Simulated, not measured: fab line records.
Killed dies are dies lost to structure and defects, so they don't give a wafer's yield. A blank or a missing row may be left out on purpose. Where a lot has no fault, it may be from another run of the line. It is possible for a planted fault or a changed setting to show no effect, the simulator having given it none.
fab line records	flow berkeley-cmos170
record lots=14	wafers=40	last-day=12
route steps=331 shown NSD@207 M2@278
lots with no fault: from the same line, run without faults
start-h: the number of hours between the record's first day and the start of the first shown wafer of the lot	wait-h: how many hours have passed since the lot's step before this one	" identical to the entry in the row above	L1.1+2: one row covering several wafers at once	- no value present, or no start provided	* or withheld: withheld	< > ~ a bound
route shown NAME@n: names a module that has steps shown in the file, with the first one's number in the route	usual: mean/standard deviation of fault-free wafers	same: alike in all rows	chamber/n: place in a boat	sites: the reading at each site	_std_site: their standard deviation	_edge_site: mean of outer sites minus mean of inner sites	radius-mm: for every site, how far away it sits from the centre of the wafer	mask NAME#n: copy n	behind: the most recent tool/chamber to have shaped the wafer	hold: cause of the lot's hold/its duration in hours/its outcome	device: which transistor (n, p or np) failed to switch	end of line: the same wafers' tests at the end of the route	a step given without rows: its recipe and nothing more	killed: not the wafer's yield, but the dies lost to structure and defects at the first sort	map: per-die view of a wafer (x killed, . not killed, _ where there is no die)
set.NAME: setting as actually run; set.NAME@STEP: the setting as run at that earlier step	model.NAME: the simulator's own value behind a step, which no gauge read
the route's steps for a sample of lots (tables are steps, rows are wafers)
services: from which hour (start-h, from the record's first day; less than 0 if before it) a tool's chamber was out of use, for how many hours, and why
## steps
# step UCB170_SDANNEAL_RS_MEAS_03
# recipe thk-meas-gauge=four-point-probe
# usual NSD_RS=37.24/0.072
lot.wafer	tool	chamber	start-h	wait-h	NSD_RS[ohm/sq]
L164.1	film-metro-01	-	136.14	0.1	37.26
L164.3	"	-	"	"	37.17
L164.6	"	-	"	"	37.17
L167.1	film-metro-03	-	145.70	0.1	37.33
L167.3	"	-	"	"	37.22
L167.5	"	-	"	"	37.25
L166.3	film-metro-01	-	145.99	0.1	37.32
L166.4	"	-	"	"	37.25
L166.6	"	-	"	"	37.26
L165.1	film-metro-03	-	146.18	0.1	37.31
L165.3	"	-	"	"	37.40
L165.5	"	-	"	"	37.28
L170.1	film-metro-03	-	173.07	0.1	37.19
L170.2	"	-	"	"	37.24
L170.3	"	-	"	"	37.29
L171.4	film-metro-01	-	180.76	0.1	37.22
L172.3	film-metro-01	-	181.35	0.1	37.10
L172.4	"	-	"	"	37.16
L172.6	"	-	"	"	37.26
L175.1	film-metro-01	-	191.70	0.1	37.18
L175.2	"	-	"	"	37.15
L175.5	"	-	"	"	37.04
L177.1	film-metro-01	-	202.38	0.1	37.14
L177.3	"	-	"	"	37.18
L177.6	"	-	"	"	37.11
L180.2	film-metro-02	-	220.91	0.1	37.30
L180.5	"	-	"	"	37.19
L180.6	"	-	"	"	37.20
L181.1	film-metro-02	-	221.79	0.1	37.30
L181.2	"	-	"	"	37.27
L181.6	"	-	"	"	37.29
L182.1	film-metro-02	-	232.52	0.1	37.22
L182.3	"	-	"	"	37.30
L182.4	"	-	"	"	37.28
L184.3	film-metro-02	-	251.95	0.1	37.28
L184.4	"	-	"	"	37.32
L184.5	"	-	"	"	37.32
L186.4	film-metro-01	-	262.46	0.1	37.31
L186.5	"	-	"	"	37.21
L186.6	"	-	"	"	37.26
# step UCB170_M2_STRIP_07
# recipe chemistry=O2	power-w=400	pressure-mtorr=3500	platen-temp-c=withheld	o2-flow-sccm=400	overash-fraction=0.5
# usual drypump-motor-current-A=5.7/0.38	oes-product-au=0.735/0.0042	strip-time-to-endpoint-s=21.97/0.062
# same overash-fraction=0.5
lot.wafer	tool	chamber	start-h	wait-h	drypump-motor-current-A	oes-product-au	rf-hours-counter-h	strip-time-to-endpoint-s
L164.1	plasma-asher-01	1	150.36	0.1	5.6	0.736	45	21.96
L164.3	"	1	"	"	5.6	0.738	-	22.01
L164.6	"	0	"	"	5.0	0.732	-	22.00
L167.1	plasma-asher-01	1	161.24	0.1	5.7	0.739	46	21.99
L167.3	"	1	"	"	5.7	0.733	-	22.00
L167.5	"	1	"	"	5.7	0.731	-	21.95
L166.3	plasma-asher-04	0	162.45	0.1	5.6	0.731	-	21.97
L166.4	"	1	"	"	5.9	0.733	-	21.95
L166.6	"	1	"	"	5.9	0.742	-	21.94
L165.1	plasma-asher-03	1	162.87	0.1	5.8	0.724	3	21.95
L165.3	"	0	"	"	6.4	0.733	-	21.90
L165.5	"	1	"	"	5.8	0.734	-	21.92
L170.1	plasma-asher-01	1	188.25	0.1	5.7	0.742	49	21.89
L170.2	"	0	"	"	5.0	0.733	49	21.94
L170.3	"	0	"	"	5.0	0.738	-	21.89
L171.4	plasma-asher-01	0	197.10	0.1	5.0	0.736	-	21.96
L172.3	plasma-asher-04	0	197.45	0.1	5.6	0.731	-	22.03
L172.4	"	1	"	"	5.9	0.730	-	22.08
L172.6	"	1	"	"	5.9	0.733	-	21.98
L175.1	plasma-asher-03	1	207.56	0.1	5.8	0.734	8	22.12
L175.2	"	0	"	"	6.3	0.745	8	22.07
L175.5	"	1	"	"	5.8	0.731	-	22.11
L177.1	plasma-asher-04	0	220.82	0.1	5.5	0.732	52	21.86
L177.3	"	0	"	"	5.6	0.731	-	21.88
L177.6	"	0	"	"	5.5	0.730	-	21.92
L180.2	plasma-asher-01	0	235.98	0.1	5.0	0.729	54	21.92
L180.5	"	0	"	"	5.0	0.736	-	21.89
L180.6	"	1	"	"	5.7	0.727	-	21.87
L181.1	plasma-asher-04	1	238.03	0.1	5.9	0.737	54	21.91
L181.2	"	0	"	"	5.5	0.739	54	21.98
L181.6	"	1	"	"	5.9	0.739	-	21.92
L182.1	plasma-asher-04	0	251.19	0.1	5.5	0.740	55	21.92
L182.3	"	0	"	"	5.5	0.737	-	21.97
L182.4	"	1	"	"	5.9	0.740	-	22.07
L184.3	plasma-asher-04	0	269.58	0.1	5.6	0.736	-	21.94
L184.4	"	1	"	"	5.9	0.739	-	21.92
L184.5	"	1	"	"	5.9	0.722	-	21.92
L186.4	plasma-asher-04	1	280.33	0.1	5.9	0.738	-	22.01
L186.5	"	0	"	"	5.6	0.734	-	21.96
L186.6	"	1	"	"	5.9	0.733	-	21.97
# step UCB170_M2_ETCH_17
# recipe chemistry=N2/H2	target-depth-a=withheld	overetch-a=withheld	target=BARC	time-s=withheld	source-w=500	bias-w=100	pressure-mtorr=30	n2-flow-sccm=100	h2-flow-sccm=200
# usual drypump-motor-current-A=5.6/0.33	oes-product-au=1.001/0.027	throttle-valve-pct=13.28/0.17
lot.wafer	tool	chamber	start-h	wait-h	drypump-motor-current-A	oes-product-au	throttle-valve-pct
L164.1	rie-diel-04	3	151.69	0.0	5.1	0.967	13.39
L164.3	"	2	"	"	5.6	0.991	13.12
L164.6	"	1	"	"	4.9	0.980	13.38
L167.1	rie-diel-04	3	162.90	0.0	5.1	0.952	13.41
L167.3	"	2	"	"	5.6	0.990	13.12
L167.5	"	0	"	"	5.6	0.980	13.05
L166.3	rie-diel-03	3	163.87	0.0	5.5	1.030	13.44
L166.4	"	0	"	"	5.8	1.042	12.86
L166.6	"	2	"	"	5.6	1.029	13.36
L165.1	rie-diel-04	0	164.20	0.0	5.6	0.988	13.08
L165.3	"	1	"	"	4.9	0.952	13.38
L165.5	"	1	"	"	4.9	0.962	13.39
L170.1	rie-diel-04	3	190.05	0.0	5.1	0.963	13.41
L170.2	"	2	"	"	5.6	0.987	13.13
L170.3	"	1	"	"	4.9	0.966	13.39
L171.4	rie-diel-03	3	198.60	0.0	5.6	1.039	13.45
L172.3	rie-diel-01	2	199.26	0.0	5.4	0.992	13.16
L172.4	"	1	"	"	5.5	0.969	13.37
L172.6	"	1	"	"	5.5	0.962	13.37
L175.1	rie-diel-03	0	209.45	0.0	5.8	1.027	12.85
L175.2	"	1	"	"	6.2	1.040	13.35
L175.5	"	2	"	"	5.6	1.019	13.35
L177.1	rie-diel-03	3	222.42	0.0	5.5	1.017	13.43
L177.3	"	2	"	"	5.6	1.029	13.36
L177.6	"	0	"	"	5.8	1.029	12.86
L180.2	rie-diel-01	0	237.70	0.0	5.6	1.014	13.50
L180.5	"	3	"	"	5.8	1.006	13.36
L180.6	"	0	"	"	5.6	1.010	13.49
L181.1	rie-diel-03	3	239.43	0.0	5.6	1.015	13.43
L181.2	"	1	"	"	6.2	1.037	13.36
L181.6	"	2	"	"	5.6	1.024	13.35
L182.1	rie-diel-01	2	252.47	0.0	5.4	1.002	13.16
L182.3	"	3	"	"	5.8	1.009	13.36
L182.4	"	1	"	"	5.5	0.963	13.37
L184.3	rie-diel-04	1	270.91	0.0	5.0	0.976	13.37
L184.4	"	2	"	"	5.6	1.003	13.11
L184.5	"	3	"	"	5.1	0.957	13.39
L186.4	rie-diel-01	0	281.87	0.0	5.6	1.025	13.51
L186.5	"	1	"	"	5.5	0.975	13.39
L186.6	"	2	"	"	5.4	0.996	13.15
# step UCB170_M2_METAL_ETCH_18
# recipe chemistry=Cl2/BCl3	target=Al	stop-on=SiO2	pressure-mtorr=12	target-depth-a=11700	over-etch-frac=0.3	time-s=195	icp-w=600	bias-w=120	Cl2_flow_sccm=90	bcl3-flow-sccm=45
# usual bcl3-flow-sccm=45.02/0.14	drypump-motor-current-A=6.0/0.5	he-backside-leak-sccm=3.4/0.31	oes-product-au=0.852/0.011	run-length-s=223.3/0.41	throttle-valve-pct=24.41/0.25
lot.wafer	tool	chamber	start-h	wait-h	bcl3-flow-sccm	drypump-motor-current-A	he-backside-leak-sccm	oes-product-au	rf-hours-counter-h	run-length-s	throttle-valve-pct
L164.1	rie-metal-03	0	151.73	-	45.06	6.8	3.6	0.851	2.3	223.3	24.52
L164.3	"	0	"	"	45.22	6.8	3.6	0.856	-	223.2	24.51
L164.6	"	1	"	"	45.12	5.3	3.2	0.849	-	222.9	24.07
L167.1	rie-metal-01	1	162.94	-	44.97	6.2	3.1	0.844	6.4	222.6	24.32
L167.3	"	1	"	"	45.04	6.2	3.4	0.855	-	222.8	24.33
L167.5	"	1	"	"	44.98	6.2	3.1	0.846	-	222.5	24.30
L166.3	rie-metal-02	1	163.97	-	45.13	5.9	3.4	0.852	-	223.4	24.31
L166.4	"	0	"	"	45.09	6.0	3.2	0.849	-	223.5	24.70
L166.6	"	0	"	"	44.99	6.0	3.2	0.841	-	223.3	24.71
L165.1	rie-metal-03	1	164.24	-	44.99	5.3	3.3	0.837	1.5	223.2	24.07
L165.3	"	0	"	"	45.03	6.8	3.7	0.839	-	223.4	24.53
L165.5	"	0	"	"	44.97	6.8	3.7	0.842	-	223.2	24.52
L170.1	rie-metal-01	0	190.09	-	44.69	5.7	3.5	0.977	0.6	184.6	24.77
L170.2	"	1	"	"	45.34	6.2	3.4	0.844	7.4	222.7	24.31
L170.3	"	1	"	"	45.07	6.2	3.2	0.857	-	222.6	24.31
L171.4	rie-metal-01	0	198.71	-	45.15	5.7	3.4	0.981	-	184.5	24.77
L172.3	rie-metal-03	0	199.36	-	45.08	6.8	3.7	0.851	-	223.6	24.53
L172.4	"	1	"	"	45.21	5.3	3.2	0.849	-	223.4	24.07
L172.6	"	1	"	"	45.28	5.3	3.2	0.846	-	222.7	24.06
L175.1	rie-metal-02	1	209.49	-	44.93	5.9	3.0	0.861	2.4	223.3	24.30
L175.2	"	1	"	"	44.97	5.9	3.1	0.868	-	223.4	24.30
L175.5	"	1	"	"	45.02	5.9	3.3	0.869	-	223.5	24.32
L177.1	rie-metal-02	1	222.46	-	45.28	5.9	3.3	0.868	2.9	223.7	24.28
L177.3	"	1	"	"	44.88	5.9	3.3	0.867	-	223.3	24.30
L177.6	"	1	"	"	44.91	5.9	3.2	0.882	-	223.6	24.29
L180.2	rie-metal-03	1	237.74	-	45.00	5.3	3.2	0.828	3.5	223.4	24.08
L180.5	"	1	"	"	44.94	5.3	3.1	0.832	-	222.9	24.09
L180.6	"	0	"	"	45.08	6.8	3.7	0.838	-	223.1	24.54
L181.1	rie-metal-03	0	239.47	-	44.77	6.8	3.6	0.847	4.9	223.5	24.51
L181.2	"	1	"	"	44.61	5.3	3.2	0.848	3.7	223.3	24.09
L181.6	"	1	"	"	44.96	5.3	3.3	0.836	-	222.9	24.09
L182.1	rie-metal-03	0	252.52	-	45.13	6.8	3.5	0.853	5.3	223.6	24.52
L182.3	"	0	"	"	45.05	6.8	3.6	0.848	-	223.8	24.52
L182.4	"	1	"	"	45.08	5.3	3.2	0.853	-	223.0	24.07
L184.3	rie-metal-03	1	271.02	-	44.96	5.3	3.2	0.825	-	223.0	24.08
L184.4	"	0	"	"	45.14	6.8	3.6	0.840	-	223.4	24.52
L184.5	"	0	"	"	45.25	6.8	3.5	0.842	-	223.5	24.53
L186.4	rie-metal-02	1	281.97	-	44.85	5.9	3.2	0.875	-	223.8	24.30
L186.5	"	1	"	"	44.73	5.9	3.4	0.865	-	223.2	24.31
L186.6	"	0	"	"	44.98	6.0	3.4	0.858	-	223.8	24.82
# step UCB170_M2_STRIP_19
# recipe chemistry=O2	power-w=400	pressure-mtorr=3500	platen-temp-c=withheld	o2-flow-sccm=400	overash-fraction=0.5
# usual drypump-motor-current-A=5.8/0.38	oes-product-au=0.541/0.011
# same overash-fraction=0.5
lot.wafer	tool	chamber	start-h	wait-h	drypump-motor-current-A	oes-product-au	rf-hours-counter-h
L164.1	plasma-asher-01	1	151.92	0.1	5.7	0.521	45
L164.3	"	0	"	"	5.0	0.514	-
L164.6	"	0	"	"	5.0	0.535	-
L167.1	plasma-asher-04	0	163.32	0.3	5.5	0.543	47
L167.3	"	1	"	"	5.9	0.541	-
L167.5	"	1	"	"	5.9	0.537	-
L166.3	plasma-asher-01	0	164.13	0.1	5.0	0.552	-
L166.4	"	1	"	"	5.7	0.533	-
L166.6	"	0	"	"	5.0	0.538	-
L165.1	plasma-asher-03	1	164.43	0.1	5.8	0.538	3
L165.3	"	1	"	"	5.8	0.526	-
L165.5	"	0	"	"	6.3	0.527	-
L170.1	plasma-asher-04	0	190.28	0.1	5.5	0.692	49
L170.2	"	1	"	"	5.9	0.555	49
L170.3	"	1	"	"	5.9	0.537	-
L171.4	plasma-asher-01	1	198.87	0.1	5.7	0.681	-
L172.3	plasma-asher-04	1	199.52	0.1	5.9	0.532	-
L172.4	"	0	"	"	5.5	0.524	-
L172.6	"	0	"	"	5.5	0.531	-
L175.1	plasma-asher-04	1	209.86	0.3	5.9	0.557	51
L175.2	"	0	"	"	5.6	0.565	51
L175.5	"	1	"	"	5.9	0.561	-
L177.1	plasma-asher-04	0	222.84	0.3	5.5	0.560	53
L177.3	"	0	"	"	5.5	0.554	-
L177.6	"	0	"	"	5.5	0.555	-
L180.2	plasma-asher-03	1	237.93	0.1	5.8	0.531	10
L180.5	"	0	"	"	6.4	0.530	-
L180.6	"	1	"	"	5.8	0.532	-
L181.1	plasma-asher-01	0	239.66	0.1	5.0	0.531	55
L181.2	"	1	"	"	5.6	0.526	55
L181.6	"	1	"	"	5.7	0.525	-
L182.1	plasma-asher-03	0	252.70	0.1	6.3	0.540	12
L182.3	"	1	"	"	5.7	0.547	-
L182.4	"	0	"	"	6.4	0.525	-
L184.3	plasma-asher-04	0	271.17	0.1	5.6	0.548	-
L184.4	"	1	"	"	5.9	0.544	-
L184.5	"	1	"	"	5.9	0.547	-
L186.4	plasma-asher-03	0	282.13	0.1	6.4	0.554	-
L186.5	"	1	"	"	5.8	0.550	-
L186.6	"	0	"	"	6.4	0.534	-
# step UCB170_M2_CD_MEAS_90
# recipe target-cd-nm=700
# usual cd-nm=699/3.2
lot.wafer	tool	chamber	start-h	wait-h	cd-nm
L164.1	cd-sem-01	-	152.02	0.1	699
L164.3	"	-	"	"	694
L164.6	"	-	"	"	696
L167.1	cd-sem-01	-	163.42	0.1	698
L167.3	"	-	"	"	698
L167.5	"	-	"	"	697
L166.3	cd-sem-02	-	164.24	0.1	699
L166.4	"	-	"	"	702
L166.6	"	-	"	"	700
L165.1	cd-sem-01	-	164.53	0.1	700
L165.3	"	-	"	"	696
L165.5	"	-	"	"	696
L170.1	cd-sem-01	-	190.44	0.1	705
L170.2	"	-	"	"	694
L170.3	"	-	"	"	693
L171.4	cd-sem-01	-	198.99	0.1	713
L172.3	cd-sem-02	-	199.68	0.1	698
L172.4	"	-	"	"	704
L172.6	"	-	"	"	703
L175.1	cd-sem-02	-	209.96	0.1	697
L175.2	"	-	"	"	697
L175.5	"	-	"	"	696
L177.1	cd-sem-01	-	222.94	0.1	701
L177.3	"	-	"	"	700
L177.6	"	-	"	"	700
L180.2	cd-sem-02	-	238.05	0.1	701
L180.5	"	-	"	"	701
L180.6	"	-	"	"	696
L181.1	cd-sem-01	-	239.76	0.1	695
L181.2	"	-	"	"	699
L181.6	"	-	"	"	702
L182.1	cd-sem-01	-	252.80	0.1	693
L182.3	"	-	"	"	693
L182.4	"	-	"	"	700
L184.3	cd-sem-02	-	271.28	0.1	702
L184.4	"	-	"	"	696
L184.5	"	-	"	"	695
L186.4	cd-sem-02	-	282.26	0.1	695
L186.5	"	-	"	"	697
L186.6	"	-	"	"	701
## services
tool	chamber	start-h	hours	kind
rie-metal-01	0	145.46	-	clean
rie-metal-01	0	145.46	19.5	scheduled-down
rie-metal-01	0	145.46	19.5	vent-cycle
rie-metal-02	1	147.71	1.4	repair
rie-diel-03	0	148.56	7.9	repair
rie-diel-04	1	205.34	3.3	repair
rie-metal-02	0	207.78	-	clean
rie-metal-02	0	207.78	16.9	scheduled-down
rie-metal-02	0	207.78	16.9	vent-cycle
plasma-asher-03	-	212.55	1.7	repair
rie-diel-01	-	234.44	2.8	pm
rie-diel-03	-	245.44	2.7	repair
rie-diel-01	0	254.25	9.5	repair
plasma-asher-04	-	261.47	6.5	repair
rie-metal-02	0	272.07	2.3	repair
rie-diel-01	3	282.01	-	clean
## key
first-sign step=UCB170_M2_METAL_ETCH_18	reading=run-length-s	direction=down	sigmas=94	usual=*	struck=*
effect step=UCB170_M2_METAL_ETCH_18	reading=oes-product-au	direction=up	sigmas=12	usual=0.852	struck=0.979
effect step=UCB170_M2_STRIP_19	reading=oes-product-au	direction=up	sigmas=13	usual=0.541	struck=0.687
effect step=UCB170_M2_CD_MEAS_90	reading=cd-nm	direction=up	sigmas=3.1	usual=699	struck=709
met-at UCB170_M2_METAL_ETCH_18
struck-lots L170,L171
struck-wafers L170.1,L171.4
later-rows-left-out L170.1
sort-left-out L170.1,L171.4
tester-left-out L171
not-acting-at UCB170_SDANNEAL_RS_MEAS_03,UCB170_M2_STRIP_07,UCB170_M2_ETCH_17
earlier-fault kind=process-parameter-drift	tool=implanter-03	chamber=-	onset-h=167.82	steps=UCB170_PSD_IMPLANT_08	channel=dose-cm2	offset=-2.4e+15	shape=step	end-h=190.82	acts-in=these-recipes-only	stated=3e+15
fault kind=process-parameter-drift	tool=rie-metal-01	chamber=0	onset-h=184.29	steps=UCB170_M2_METAL_ETCH_18	channel=time-s	offset=*	shape=step	acts-in=*	stated=*
# tester-left-out: of these lots the tester's yield and bins aren't shown, on N5 and GAA mostly nor the transistor test; their killed dies are dies lost to structure and defects alone, not to doping, threshold or leakage, so they don't give the yield
# sort-left-out: the simulated sort isn't trusted on such a fault, so these wafers' sort isn't shown, and their yield isn't known
# later-rows-left-out: the simulator's readings of these wafers behind a module that went badly wrong aren't trusted and aren't shown, but for the sort
